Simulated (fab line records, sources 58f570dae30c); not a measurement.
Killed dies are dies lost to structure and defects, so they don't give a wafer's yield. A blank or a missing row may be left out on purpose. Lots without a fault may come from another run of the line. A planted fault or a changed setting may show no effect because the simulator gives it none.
fab line records | flow berkeley_cmos170
record lots=14 wafers=42 last_day=11
route steps=331 shown PWELL@37 SACOX@99 GATE@141
lots that met no fault: from a run of the same line without faults
start_h: hours from the record's first day to the start of the lot's first wafer shown | wait_h: hours since the lot's step before | " the same as in the row above | L1.1+2: a row that stands for several wafers | - no value, or no start given | * or withheld: withheld | < > ~ a bound
route shown NAME@n: a module of which the file shows steps, and the number in the route of the first | usual: mean/standard deviation of fault-free wafers | same: alike in all rows | chamber/n: place in a boat | sites: the reading at each site | _std_site: their standard deviation | _edge_site: outer sites' mean less inner sites' | radius_mm: how far each site lies from the wafer's centre | mask NAME#n: copy n | behind: the tool/chamber that last shaped the wafer | hold: why the lot was held/for how many hours/how that ended | device: the transistor (n, p or np) that didn't switch | end of line: the same wafers' tests at the end of the route | a step without rows: its recipe alone | killed: dies lost to structure and defects at the first sort, not the wafer's yield | map: a wafer's dies, x killed, . not, _ none there
set.NAME: the setting as run; set.NAME@STEP: as run at that earlier step | model.NAME: the simulator's own value behind a step, which no gauge read
steps of the route over a sample of lots; a table a step, a row a wafer
services: from which hour (start_h, from the record's first day; less than 0 if before it) a tool's chamber was out of use, for how many hours, and why
## steps
# step UCB170_PWELL_THK_MEAS_03
# recipe reads=SiO2_of_PWELL_OXIDATION_02
# usual PWELL_OXIDE_THK=26.5/0.54
# columns lot.wafer tool chamber start_h wait_h PWELL_OXIDE_THK[nm]
L891.2 film_metro-01 - 44.56 0.0 25.9
L891.4 " - " " 25.9
L891.6 " - " " 26.0
L892.1 film_metro-03 - 54.17 0.0 25.5
L892.3 " - " " 25.6
L892.5 " - " " 25.2
L893.1 film_metro-04 - 59.62 0.0 26.6
L893.2 " - " " 26.5
L893.6 " - " " 26.3
L894.2 film_metro-03 - 63.47 0.0 26.5
L894.5 " - " " 26.2
L894.6 " - " " 26.6
L896.3 film_metro-04 - 80.19 0.0 26.0
L896.4 " - " " 26.3
L896.6 " - " " 25.8
L902.2 film_metro-04 - 107.47 0.0 26.4
L902.3 " - " " 26.5
L902.6 " - " " 26.6
L903.3 film_metro-01 - 107.48 0.0 27.2
L903.5 " - " " 27.5
L903.6 " - " " 27.1
L907.1 film_metro-03 - 129.88 0.0 26.7
L907.3 " - " " 26.6
L907.4 " - " " 26.8
L908.2 film_metro-04 - 129.89 0.0 25.9
L908.4 " - " " 26.4
L908.6 " - " " 26.3
L909.1 film_metro-03 - 135.32 0.0 27.3
L909.2 " - " " 27.4
L909.4 " - " " 27.4
L910.1 film_metro-03 - 139.10 0.0 25.6
L910.2 " - " " 26.2
L910.4 " - " " 25.9
L912.1 film_metro-04 - 144.61 0.0 26.2
L912.3 " - " " 26.1
L912.6 " - " " 26.4
L911.2 film_metro-03 - 144.62 0.0 26.6
L911.4 " - " " 27.1
L911.6 " - " " 26.5
L913.2 film_metro-04 - 154.00 0.0 27.0
L913.3 " - " " 27.1
L913.6 " - " " 27.1
# step UCB170_PWELL_ETCH_14
# recipe chemistry=CH3F/Ar/O2 target=Si3N4 stop_on=SiO2 CH3F_flow_sccm=20 Ar_flow_sccm=50 O2_flow_sccm=7 pressure_mtorr=50 rf_w=450 target_depth_a=2420 over_etch_frac=0.1 time_s=151
# usual CH3F_flow_sccm=20.00/0.056 O2_flow_sccm=6.999/0.022 drypump_motor_current_A=5.9/0.41 oes_product_au=0.940/0.014 throttle_valve_pct=8.04/0.16
# columns lot.wafer tool chamber start_h wait_h CH3F_flow_sccm O2_flow_sccm drypump_motor_current_A oes_product_au rf_hours_counter_h throttle_valve_pct
L891.2 rie_diel-04 3 53.92 0.0 19.93 6.996 5.7 0.967 129 7.97
L891.4 " 0 " " 19.99 6.975 6.4 0.936 1 7.94
L891.6 " 3 " " 19.97 7.003 5.7 0.974 - 7.98
L892.1 rie_diel-03 2 64.20 0.0 20.12 6.972 5.8 0.951 115 7.87
L892.3 " 1 " " 19.94 7.007 6.3 0.949 102 8.28
L892.5 " 0 " " 20.01 7.004 5.6 0.934 - 8.15
L893.1 rie_diel-03 3 67.22 0.0 20.00 7.054 6.2 0.942 15 7.80
L893.2 " 2 " " 20.04 7.019 5.7 0.957 115 7.84
L893.6 " 1 " " 20.06 6.995 6.3 0.951 - 8.27
L894.2 rie_diel-03 0 72.88 0.0 20.00 6.999 5.6 0.947 76 8.16
L894.5 " 1 " " 20.02 6.995 6.3 0.957 - 8.28
L894.6 " 2 " " 19.96 6.985 5.8 0.953 - 7.83
L896.3 rie_diel-03 1 88.25 0.0 19.90 6.977 6.3 0.963 103 8.28
L896.4 " 0 " " 19.93 6.999 5.6 0.939 77 8.18
L896.6 " 2 " " 20.12 7.003 5.8 0.955 - 7.85
L902.2 rie_diel-04 2 115.25 0.0 - - - - - -
L902.3 " 0 " " - - - - - -
L902.6 " 3 " " - - - - - -
L903.3 rie_diel-03 3 115.47 0.0 - - - - - -
L903.5 " 1 " " - - - - - -
L903.6 " 2 " " - - - - - -
L907.1 rie_diel-02 1 138.28 0.0 20.09 7.006 5.9 0.929 76 7.98
L907.3 " 0 " " 19.95 7.007 4.7 0.917 117 8.25
L907.4 " 3 " " 19.97 7.012 5.9 0.938 72 8.14
L908.2 rie_diel-04 1 138.62 0.0 20.06 6.995 5.6 0.919 68 8.04
L908.4 " 0 " " 19.93 6.986 6.4 0.934 5 7.94
L908.6 " 0 " " 19.97 6.988 6.4 0.934 - 7.94
L909.1 rie_diel-03 2 142.79 0.0 20.00 6.979 5.8 0.944 119 7.85
L909.2 " 0 " " 19.99 7.085 5.6 0.933 80 8.17
L909.4 " 3 " " 20.04 7.013 6.2 0.917 18 7.81
L910.1 rie_diel-03 3 144.41 0.0 19.94 7.014 6.2 0.933 18 7.83
L910.2 " 2 " " 20.07 6.995 5.8 0.953 119 7.86
L910.4 " 1 " " 19.99 7.006 6.3 0.947 106 8.27
L911.2 rie_diel-04 0 152.10 0.0 19.97 6.998 6.4 0.929 6 7.93
L911.4 " 3 " " 20.02 6.972 5.7 0.947 134 7.99
L911.6 " 1 " " 19.96 7.003 5.6 0.924 - 8.06
L912.1 rie_diel-02 3 152.38 0.0 20.01 7.024 5.9 0.949 73 8.14
L912.3 " 2 " " 20.06 7.004 6.5 0.932 106 8.08
L912.6 " 3 " " 19.92 7.005 6.0 0.956 - 8.16
L913.2 rie_diel-03 2 160.11 0.0 19.96 6.996 5.8 0.949 120 7.85
L913.3 " 3 " " 20.01 6.988 6.2 0.938 19 7.81
L913.6 " 1 " " 19.96 6.990 6.3 0.957 - 8.28
# step UCB170_PWELL_STRIP_16
# recipe chemistry=O2 power_w=400 pressure_mtorr=3500 platen_temp_c=withheld o2_flow_sccm=400 overash_fraction=0.5
# usual drypump_motor_current_A=5.87/0.15 oes_product_au=0.721/0.0046 strip_time_to_endpoint_s=18.03/0.078
# columns lot.wafer tool chamber start_h wait_h drypump_motor_current_A oes_product_au rf_hours_counter_h strip_time_to_endpoint_s
L891.2 plasma_asher-04 0 54.17 0.1 5.92 0.720 32 18.17
L891.4 " 1 " " 6.07 0.723 - 18.03
L891.6 " 1 " " 6.08 0.738 - 18.21
L892.1 plasma_asher-04 0 64.45 0.1 5.84 0.724 33 18.02
L892.3 " 1 " " 6.07 0.716 - 17.95
L892.5 " 0 " " 5.86 0.723 - 17.98
L893.1 plasma_asher-04 0 67.47 0.1 5.89 0.721 33 18.07
L893.2 " 1 " " 6.07 0.724 33 18.06
L893.6 " 0 " " 5.89 0.727 - 17.98
L894.2 plasma_asher-04 1 73.13 0.1 6.06 0.723 34 18.12
L894.5 " 1 " " 6.04 0.720 - 18.10
L894.6 " 0 " " 5.87 0.713 - 18.10
L896.3 plasma_asher-04 1 88.54 0.1 6.05 0.726 - 17.90
L896.4 " 0 " " 5.88 0.722 - 17.95
L896.6 " 1 " " 6.05 0.719 - 18.05
L902.2 plasma_asher-02 0 115.50 0.1 5.90 0.733 42 21.55
L902.3 " 1 " " 5.80 0.731 - 21.61
L902.6 " 1 " " 5.84 0.728 - 21.57
L903.3 plasma_asher-04 0 115.75 0.1 5.88 0.744 - 21.54
L903.5 " 0 " " 5.88 0.736 - 21.55
L903.6 " 1 " " 6.06 0.733 - 21.52
L907.1 plasma_asher-02 1 138.53 0.1 5.79 0.717 44 18.01
L907.3 " 0 " " 5.91 0.723 - 18.05
L907.4 " 1 " " 5.74 0.714 - 18.01
L908.2 plasma_asher-04 0 138.87 0.1 5.88 0.713 43 18.04
L908.4 " 0 " " 5.87 0.714 - 17.94
L908.6 " 0 " " 5.91 0.723 - 18.08
L909.1 plasma_asher-02 0 143.04 0.1 5.89 0.718 45 18.16
L909.2 " 1 " " 5.78 0.716 45 18.10
L909.4 " 0 " " 5.89 0.720 - 18.10
L910.1 plasma_asher-02 1 144.66 0.1 5.79 0.720 45 17.95
L910.2 " 0 " " 5.88 0.720 45 18.01
L910.4 " 1 " " 5.78 0.720 - 17.91
L911.2 plasma_asher-03 1 152.35 0.1 5.53 0.730 38 18.03
L911.4 " 1 " " 5.55 0.729 - 18.24
L911.6 " 1 " " 5.54 0.724 - 18.12
L912.1 plasma_asher-02 1 152.63 0.1 5.79 0.728 46 18.05
L912.3 " 0 " " 5.91 0.717 - 17.95
L912.6 " 1 " " 5.82 0.715 - 18.02
L913.2 plasma_asher-04 0 160.36 0.1 5.89 0.721 46 17.94
L913.3 " 0 " " 5.88 0.719 - 18.01
L913.6 " 0 " " 5.90 0.721 - 17.92
# step UCB170_SACOX_THK_MEAS_02
# recipe reads=SiO2_of_SACOX_OXIDATION_01
# usual SACOX_OXIDE_THK=14.32/0.3
# columns lot.wafer tool chamber start_h wait_h SACOX_OXIDE_THK[nm]
L891.2 film_metro-04 - 106.66 0.0 14.95
L891.4 " - " " 14.62
L891.6 " - " " 14.65
L892.1 film_metro-04 - 113.37 0.0 14.32
L892.3 " - " " 14.25
L892.5 " - " " 14.33
L893.1 film_metro-02 - 113.37 0.0 14.32
L893.2 " - " " 14.33
L893.6 " - " " 14.45
L894.2 film_metro-04 - 120.05 0.0 14.39
L894.5 " - " " 14.08
L894.6 " - " " 14.30
L896.3 film_metro-04 - 128.55 0.0 14.38
L896.4 " - " " 14.36
L896.6 " - " " 14.32
L909.1 film_metro-04 - 191.01 0.0 14.27
L909.2 " - " " 14.07
L909.4 " - " " 14.16
L910.1 film_metro-02 - 191.01 0.0 14.16
L910.2 " - " " 13.93
L910.4 " - " " 14.31
L908.2 film_metro-01 - 191.02 0.0 13.97
L908.4 " - " " 13.89
L908.6 " - " " 13.76
L907.1 film_metro-04 - 191.07 0.1 13.78
L907.3 " - " " 13.67
L907.4 " - " " 13.84
L912.1 film_metro-01 - 197.71 0.0 14.66
L912.3 " - " " 14.88
L912.6 " - " " 14.46
L911.2 film_metro-04 - 197.72 0.0 14.12
L911.4 " - " " 14.13
L911.6 " - " " 14.23
L913.2 film_metro-04 - 202.05 0.0 14.33
L913.3 " - " " 14.32
L913.6 " - " " 14.57
# step UCB170_GATE_ETCH_15
# recipe chemistry=HBr/Cl2 target=poly-Si stop_on=SiO2 over_etch_frac=0.3 icp_w=300 bias_w=150 time_s=56.3 pressure_mtorr=15 HBr_flow_sccm=150 Cl2_flow_sccm=50 target_depth_a=2782
# usual HBr_flow_sccm=150.0/0.44 bias_w=150.0/0.48 drypump_motor_current_A=5.7/0.51 mfc_cl2_sccm=50.01/0.15 oes_product_au=0.827/0.016 throttle_valve_pct=26.50/0.22
# columns lot.wafer tool chamber start_h wait_h HBr_flow_sccm bias_w drypump_motor_current_A mfc_cl2_sccm oes_product_au rf_hours_counter_h throttle_valve_pct
L891.2 rie_si-02 3 132.54 - 150.0 150.1 5.1 50.16 0.825 45 26.64
L891.4 " 2 " " 151.0 150.3 5.7 49.86 0.826 - 26.58
L891.6 " 0 " " 150.4 150.6 5.6 49.98 0.843 - 26.73
L892.1 rie_si-01 0 135.22 - 149.5 149.9 6.5 50.31 0.853 1 26.77
L892.3 " 3 " " 149.9 149.8 6.5 49.77 0.810 45 26.35
L892.5 " 2 " " 150.5 149.6 5.4 50.13 0.808 - 26.10
L893.1 rie_si-02 2 135.46 - 149.9 149.1 5.8 50.04 0.815 1 26.56
L893.2 " 0 " " 150.0 150.7 5.6 50.03 0.835 61 26.72
L893.6 " 2 " " 149.9 149.3 5.8 50.04 0.818 - 26.55
L894.2 rie_si-01 1 141.21 - 150.1 149.8 5.5 49.83 0.845 43 26.32
L894.5 " 1 " " 150.2 149.0 5.5 49.85 0.847 - 26.32
L894.6 " 0 " " 149.9 150.4 6.5 49.79 0.855 - 26.78
L896.3 rie_si-02 2 146.95 - 149.3 149.9 5.7 49.83 0.826 1 26.57
L896.4 " 3 " " 150.0 149.3 5.1 50.01 0.841 - 26.62
L896.6 " 0 " " 150.9 150.5 5.6 50.18 0.839 - 26.73
L908.2 rie_si-01 0 213.03 - 149.8 149.4 6.4 49.89 0.850 1 26.78
L908.4 " 1 " " 149.0 149.9 5.5 50.19 0.844 43 26.30
L908.6 " 1 " " 149.6 149.7 5.5 50.03 0.837 - 26.31
L909.1 rie_si-02 1 213.03 - 150.1 151.0 5.1 50.00 0.812 0 26.62
L909.2 " 3 " " 150.0 150.2 5.1 50.13 0.839 45 26.62
L909.4 " 2 " " 150.2 149.7 5.8 49.83 0.829 1 26.57
L910.1 rie_si-01 1 213.15 - 150.1 149.8 5.5 50.10 0.844 44 26.32
L910.2 " 2 " " 149.7 150.0 5.4 49.84 0.808 0 26.10
L910.4 " 3 " " 150.1 149.9 6.4 50.00 0.812 45 26.35
L907.1 rie_si-02 0 213.31 - 149.7 149.7 5.6 50.00 0.828 62 26.71
L907.3 " 1 " " 149.8 150.9 5.1 49.83 0.817 0 26.63
L907.4 " 3 " " 150.2 149.5 5.1 50.01 0.824 45 26.61
L911.2 rie_si-01 0 220.66 - 150.0 150.0 6.5 49.97 0.844 1 26.78
L911.4 " 2 " " 149.9 150.6 5.4 50.02 0.817 0 26.11
L911.6 " 3 " " 149.4 150.1 6.5 49.79 0.806 - 26.35
L912.1 rie_si-02 2 220.84 - 150.6 150.8 5.7 49.87 0.824 1 26.57
L912.3 " 3 " " 149.9 150.8 5.1 50.06 0.834 45 26.62
L912.6 " 1 " " 149.5 150.5 5.0 50.03 0.815 - 26.64
L913.2 rie_si-01 3 227.86 - 150.2 149.7 6.4 50.14 0.814 45 26.34
L913.3 " 2 " " 150.7 150.2 5.5 50.11 0.798 1 26.11
L913.6 " 0 " " 150.7 149.5 6.4 50.07 0.848 - 26.77
## services
# columns tool chamber start_h hours kind
rie_diel-02 2 44.14 3.4 repair
rie_diel-04 0 64.91 2.9 repair
rie_diel-04 - 69.05 1.8 repair
rie_diel-02 0 74.18 5.0 repair
rie_diel-02 3 75.52 3.1 repair
plasma_asher-02 - 86.70 4.2 repair
rie_diel-02 1 88.98 7.7 repair
rie_si-01 2 96.81 - clean
rie_si-01 2 96.81 24.2 scheduled_down
rie_si-01 2 96.81 24.2 vent_cycle
rie_diel-02 1 106.04 5.4 repair
plasma_asher-03 - 110.45 9.6 repair
rie_diel-02 0 114.10 4.0 repair
plasma_asher-02 - 125.12 7.6 repair
rie_si-02 1 127.08 7.4 repair
rie_si-02 1 134.48 - clean
rie_si-02 1 134.48 18.5 scheduled_down
rie_diel-04 0 160.27 2.2 repair
rie_diel-02 0 185.16 11.5 repair
rie_diel-04 2 210.81 4.5 repair
rie_diel-03 3 214.78 3.2 repair
rie_diel-04 2 218.26 6.5 repair
rie_si-02 - 220.01 0.3 repair
plasma_asher-04 - 224.44 0.4 repair
## key
first_sign step=UCB170_PWELL_ETCH_14 reading=tool_record direction=missing
effect step=UCB170_PWELL_STRIP_16 reading=strip_time_to_endpoint_s direction=up sigmas=45 usual=* struck=*
met_at UCB170_PWELL_ETCH_14
struck_lots L902,L903
later_rows_left_out L902.2,L902.3,L902.6,L903.3,L903.5,L903.6
sort_left_out L902.2,L902.3,L902.6,L903.3,L903.5,L903.6
tester_left_out L902,L903
not_acting_at UCB170_PWELL_THK_MEAS_03,UCB170_SACOX_THK_MEAS_02,UCB170_GATE_ETCH_15
onset_between 88.25 115.25
fault kind=skipped_step_whole tool=rie_diel-03,rie_diel-04 chamber=- onset_h=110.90 steps=UCB170_PWELL_ETCH_14 scope=struck_lots_only
# tester_left_out: of these lots the tester's yield and bins aren't shown, on N5 and GAA mostly nor the transistor test; their killed dies are dies lost to structure and defects alone, not to doping, threshold or leakage, so they don't give the yield
# sort_left_out: the simulated sort isn't trusted on such a fault, so these wafers' sort isn't shown, and their yield isn't known
# later_rows_left_out: the simulator's readings of these wafers behind a module that went badly wrong aren't trusted and aren't shown, but for the sort
